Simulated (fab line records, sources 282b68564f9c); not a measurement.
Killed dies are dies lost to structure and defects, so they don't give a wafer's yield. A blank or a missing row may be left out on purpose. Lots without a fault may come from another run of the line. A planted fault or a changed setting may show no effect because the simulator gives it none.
Which tool did it? | flow rit_cmos | 14 lots, 42 wafers sampled, at 2 steps of a route of 202

WHAT THE GAUGES READ, wafer by wafer
The record holds no reading of a measuring or inspecting step that can be judged against a usual standard deviation.

WHICH TOOL RAN EACH LOT (tool, then ch and the chambers of the sampled wafers, then the start)
lot  | RIT_M1_ANNEAL_15             | RIT_M1_PROBE_99
L819 | furnace-02 ch 0, day 3 11:40 | prober-01, day 3 13:17
L821 | furnace-02 ch 0, day 3 19:50 | prober-02, day 3 21:28
L823 | furnace-02 ch 0, day 4 06:50 | prober-02, day 4 08:34
L824 | furnace-02 ch 0, day 4 15:28 | prober-01, day 4 17:08
L825 | furnace-02 ch 0, day 4 18:10 | prober-02, day 4 19:47
L826 | furnace-02 ch 0, day 5 01:43 | prober-01, day 5 03:20
L827 | furnace-02 ch 0, day 5 06:09 | prober-02, day 5 07:49
L828 | furnace-02 ch 0, day 5 09:28 | prober-01, day 5 11:05
L829 | furnace-02 ch 0, day 5 16:07 | prober-02, day 5 17:44
L831 | furnace-02 ch 0, day 5 23:25 | prober-02, day 6 01:05
L830 | furnace-02 ch 0, day 6 01:13 | prober-01, day 6 02:56
L832 | furnace-02 ch 0, day 6 06:38 | prober-02, day 6 08:19
L837 | furnace-02 ch 0, day 7 07:07 | prober-02, day 7 08:44
L838 | furnace-02 ch 0, day 7 11:50 | prober-01, day 7 13:27
- RIT_M1_ANNEAL_15: time 1800 s.
- RIT_M1_PROBE_99

WHAT THE TOOLS THEMSELVES READ (means of the sampled wafers that have a number; where no wafer has one, the mark that the record gives instead)
RIT_M1_ANNEAL_15.
lot  | tool       | spike_tc_centre_C (C) | spike_tc_load_C (C) | spike_tc_source_C (C) | tube_center_temp_C (C) | tube_center_temp_C_max | zone_power_centre_pct (%) | zone_power_load_pct (%) | zone_power_source_pct (%)
L819 | furnace-02 | 450.6                 | 471.2               | 466.4                 | 450                    | 451.23                 | 19.14                     | 6.90                    | 7.25
L821 | furnace-02 | 452.6                 | 471.2               | 466.8                 | 450                    | 451.10                 | 19.00                     | 6.95                    | 7.31
L823 | furnace-02 | 451.6                 | 471.0               | 466.0                 | 450                    | 450.90                 | 19.01                     | 6.94                    | 7.21
L824 | furnace-02 | 451.1                 | 470.6               | 466.2                 | 450                    | 451.01                 | 18.89                     | 6.93                    | 7.23
L825 | furnace-02 | 450.8                 | 471.4               | 467.0                 | 450                    | 451.16                 | 19.31                     | 6.94                    | 7.18
L826 | furnace-02 | 451.5                 | 470.6               | 466.2                 | 450                    | 451.00                 | 19.02                     | 6.93                    | 7.23
L827 | furnace-02 | 450.9                 | 471.4               | 467.5                 | 450                    | 451.12                 | 19.14                     | 6.95                    | 7.18
L828 | furnace-02 | 451.3                 | 470.8               | 466.9                 | 450                    | 451.08                 | 19.10                     | 6.95                    | 7.20
L829 | furnace-02 | 451.1                 | 471.1               | 467.2                 | 450                    | 451.04                 | 19.19                     | 6.96                    | 7.16
L831 | furnace-02 | 451.0                 | 471.7               | 466.6                 | 450                    | 451.08                 | 19.10                     | 6.96                    | 7.23
L830 | furnace-02 | 451.7                 | 471.1               | 466.4                 | 450                    | 451.01                 | 18.92                     | 6.97                    | 7.22
L832 | furnace-02 | 450.5                 | 470.8               | 466.1                 | 450                    | 451.07                 | 19.06                     | 6.91                    | 7.25
L837 | furnace-02 | 391.1                 | 410.3               | 404.6                 | 390                    | 391.48                 | 16.26                     | 5.43                    | 5.74
L838 | furnace-02 | 390.5                 | 410.2               | 405.0                 | 390                    | 391.20                 | 16.25                     | 5.46                    | 5.75

RIT_M1_PROBE_99.
lot  | tool      | defect_limited_yield (%) | killed_at_M0_to_M3 | killed_at_contacts | killed_at_front_end | killed_dies | killed_open | killed_short | sort_bin_3_pad_short (%) | sort_bin_5_function (%) | sort_bin_6_memory (%) | sort_n_pass | sort_yield_pct (%)
L819 | prober-01 | 97.3                     | 0.0                | 0.0                | 7                   | 7           | 4.3         | 2.7          | 0.1                      | 1.8                     | 0.8                   | 257         | 97.3
L821 | prober-02 | 98.2                     | 0.3                | 0.0                | 4                   | 5           | 2.0         | 2.7          | 0.1                      | 0.9                     | 0.8                   | 259         | 98.2
L823 | prober-02 | 97.1                     | 0.0                | 0.0                | 8                   | 8           | 2.7         | 5.0          | 0.0                      | 2.0                     | 0.9                   | 256         | 97.1
L824 | prober-01 | 98.0                     | 0.0                | 0.0                | 5                   | 5           | 2.3         | 3.0          | 0.0                      | 1.5                     | 0.5                   | 259         | 98.0
L825 | prober-02 | 98.1                     | 0.0                | 0.0                | 5                   | 5           | 2.7         | 2.3          | 0.0                      | 1.2                     | 0.8                   | 259         | 98.1
L826 | prober-01 | 96.7                     | 0.0                | 0.3                | 8                   | 9           | 3.7         | 5.0          | 0.5                      | 1.8                     | 1.0                   | 255         | 96.7
L827 | prober-02 | 98.5                     | 0.0                | 0.0                | 4                   | 4           | 1.7         | 2.3          | 0.0                      | 0.8                     | 0.8                   | 260         | 98.5
L828 | prober-01 | 96.1                     | 0.0                | 0.0                | 10                  | 10          | 5.7         | 4.7          | 0.3                      | 2.7                     | 1.0                   | 254         | 96.1
L829 | prober-02 | 97.0                     | 0.0                | 0.3                | 8                   | 8           | 3.7         | 4.3          | 0.3                      | 1.6                     | 1.2                   | 256         | 97.0
L831 | prober-02 | 96.8                     | 0.0                | 0.0                | 8                   | 8           | 4.3         | 4.0          | 0.0                      | 2.3                     | 0.9                   | 256         | 96.8
L830 | prober-01 | 96.2                     | 0.0                | 0.0                | 10                  | 10          | 5.3         | 4.7          | 0.4                      | 2.1                     | 1.3                   | 254         | 96.2
L832 | prober-02 | 96.2                     | 0.0                | 0.0                | 10                  | 10          | 5.7         | 4.3          | 0.0                      | 2.4                     | 1.4                   | 254         | 96.2
L837 | prober-02 | 98.7                     | 0.0                | 0.0                | 3                   | 3           | 1.0         | 2.3          | 0.0                      | 0.5                     | 0.8                   | 261         | 98.7
L838 | prober-01 | 97.0                     | 0.0                | 0.0                | 8                   | 8           | 4.3         | 3.7          | 0.0                      | 1.6                     | 1.4                   | 256         | 97.0

THE ANSWER, worked out from the rows above alone
Rule: what is usual is taken from the lots themselves. Put in order of their means at a reading, lots are off if they are a third of the lots or fewer, leave a main group of 4 or more, and stand apart from it by a gap of 3 or more times the standard deviation of the main group's means; of several such gaps the widest counts. A main group whose means are all the same, to the digits that the tables above print for the reading, isn't used. A lot without any number at a reading at which 4 lots or more have one is off too. The other lots that the step has rows for count as sound. The gauges are gone through in route order, then the tools' own readings, and for those a lot's mean is taken as printed above. The first step at which some lot is off is used, and at that step the reading that is off furthest; a lot without a number counts as furthest.
Off: L837, L838, at RIT_M1_ANNEAL_15 (tube_center_temp_C_max). The main group: mean 451.07, standard deviation 0.081.
A tool fits if, at that step or a process step before it, it ran every lot that is off, and no sound lot after the first of them. One fits: furnace-02 at RIT_M1_ANNEAL_15. Its last sound lot is L832 (day 6 06:38), its first lot that is off L837 (day 7 07:07): a fault that began between those two fits.
The tool's own readings at RIT_M1_ANNEAL_15 bear it out: on the lots that are off they differ by more than 5 times the standard deviation of the sound lots' means. spike_tc_centre_C reads 390.8 C there against 451.2 C on the sound lots; spike_tc_load_C reads 410.2 C there against 471.1 C on the sound lots; spike_tc_source_C reads 404.8 C there against 466.6 C on the sound lots; tube_center_temp_C reads 390 C there against 450 C on the sound lots; tube_center_temp_C_max reads 391.34 there against 451.07 on the sound lots; zone_power_centre_pct reads 16.26 % there against 19.07 % on the sound lots; zone_power_load_pct reads 5.45 % there against 6.94 % on the sound lots; zone_power_source_pct reads 5.75 % there against 7.22 % on the sound lots.

WHAT THE SIMULATOR HAD PUT IN
Process parameter drift: furnace-02, from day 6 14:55 on, at RIT_M1_ANNEAL_15. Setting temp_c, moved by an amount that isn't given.
Lots struck among those shown: L837, L838. The rule above found the same.
